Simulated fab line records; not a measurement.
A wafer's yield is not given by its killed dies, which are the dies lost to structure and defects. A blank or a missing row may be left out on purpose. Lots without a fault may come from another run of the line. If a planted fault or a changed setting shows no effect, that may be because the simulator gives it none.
Split-lot trial ; flow berkeleyCmos170 ; 5 lots, 23 wafers read, on a route of 331 steps

== THE SPLIT ==
At UCB170_CONTACT_EXPOSE_12 (exposes mask CONT, target cd 700 nm), the setting doseMj was moved away from the recipe's 35 on 8 of the 23 wafers read, by -2.2% to +6.5%. This setting was run at the recipe's value on the other wafers.

== FROM THE SPLIT TO THE READING: what the file shows between them, 2 steps ==
- UCB170_CONTACT_PEB_13
- UCB170_CONTACT_DEVELOP_14: develop time 45 s

== THE READING ==
At UCB170_CONTACT_CD_MEAS_15: cdNm in nanometres, against a target cd of 700 nm. A value of 699.7 nm with a standard deviation of 1.2 nm is what fault-free wafers of this fab line usually give.

wafer;tool, chamber at the split;doseMj as run;against the recipe;cdNm, nm;against lot-mates on the recipe
L074.1;krfScanner-02, 0;35;recipe;697.4;-
L074.2;krfScanner-02, 0;37.29;+6.5%;709.9;+11.6
L074.3;krfScanner-02, 0;37.29;+6.5%;709.0;+10.7
L074.4;krfScanner-02, 0;37.29;+6.5%;711.0;+12.7
L074.5;krfScanner-02, 0;35;recipe;699.2;-
L078.2;krfScanner-02, 0;35;recipe;700.2;-
L078.3;krfScanner-02, 0;35;recipe;700.2;-
L078.4;krfScanner-02, 0;35.92;+2.6%;705.0;+4.8
L078.5;krfScanner-02, 0;35.92;+2.6%;704.2;+4.0
L078.6;krfScanner-02, 0;35.92;+2.6%;703.0;+2.8
L083.1;krfScanner-02, 0;34.22;-2.2%;696.7;-4.4
L083.2;krfScanner-02, 0;35;recipe;700.9;-
L083.4;krfScanner-02, 0;35;recipe;700.7;-
L083.5;krfScanner-02, 0;35;recipe;701.7;-
L083.6;krfScanner-02, 0;34.22;-2.2%;696.8;-4.3
L082.1;krfScanner-01, 0;35;recipe;698.9;-
L082.2;krfScanner-01, 0;35;recipe;699.0;-
L082.3;krfScanner-01, 0;35;recipe;699.3;-
L082.5;krfScanner-01, 0;35;recipe;700.0;-
L082.6;krfScanner-01, 0;35;recipe;698.8;-
L084.2;krfScanner-01, 0;35;recipe;697.3;-
L084.4;krfScanner-01, 0;35;recipe;697.5;-
L084.5;krfScanner-01, 0;35;recipe;698.4;-

THE FIT
A straight line over all 23 wafers: cdNm changes by +1.6 nm for each +1% of doseMj; r = +0.96; the points scatter about the line by 1.2 nm.
The same after taking each lot's own level away (the mean of its wafers on the recipe; 23 wafers): +1.77 nm for each +1%; r = +0.99; scatter 0.68 nm.
That fit puts the effect of the largest move of doseMj on the reading at 12 nm.
Across the lots, their own levels run from 697.73 to 701.10 nm, a range of 2.8 times the standard deviation given above.
The two slopes are in agreement: the lot-to-lot level therefore moves the slope only a little.
Check: +11.4 nm against its lot-mates is what the line predicts for one of the wafers moved furthest among these (+6.5%) when that wafer is left out of the fit. Against them it came out at +11.6 nm.

== OTHER SPLITS ON THESE WAFERS ==
Note: prior to the reading, these wafers also went through further splits. Each is held against what the fit with the lots' levels taken away leaves over:
other split on the same wafers;wafers away from the commonest value;r with cdNm (lot level and that fit taken away)
UCB170_ACTIVE_CVD_05 tempC;5;+0.10
UCB170_PVT_COAT_01 resistThkNm;9;-0.07
UCB170_PVT_DEVELOP_05 devTempC;5;+0.10
UCB170_NLDD_COAT_01 spinRpm;8;+0.13
UCB170_NLDD_IMPLANT_09 energyKev;8;+0.06
UCB170_PSD_PEB_04 pebTempC;6;+0.09
UCB170_PSD_IMPLANT_08 energyKev;5;-0.25
UCB170_NSD_IMPLANT_08 doseCm2;7;-0.19
UCB170_BACKSIDE_STRIP_03 powerW;7;-0.06

== THE FILE'S OWN FIT ==
cdNm changes by +1.76 nm for each +1% of doseMj, r = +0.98.
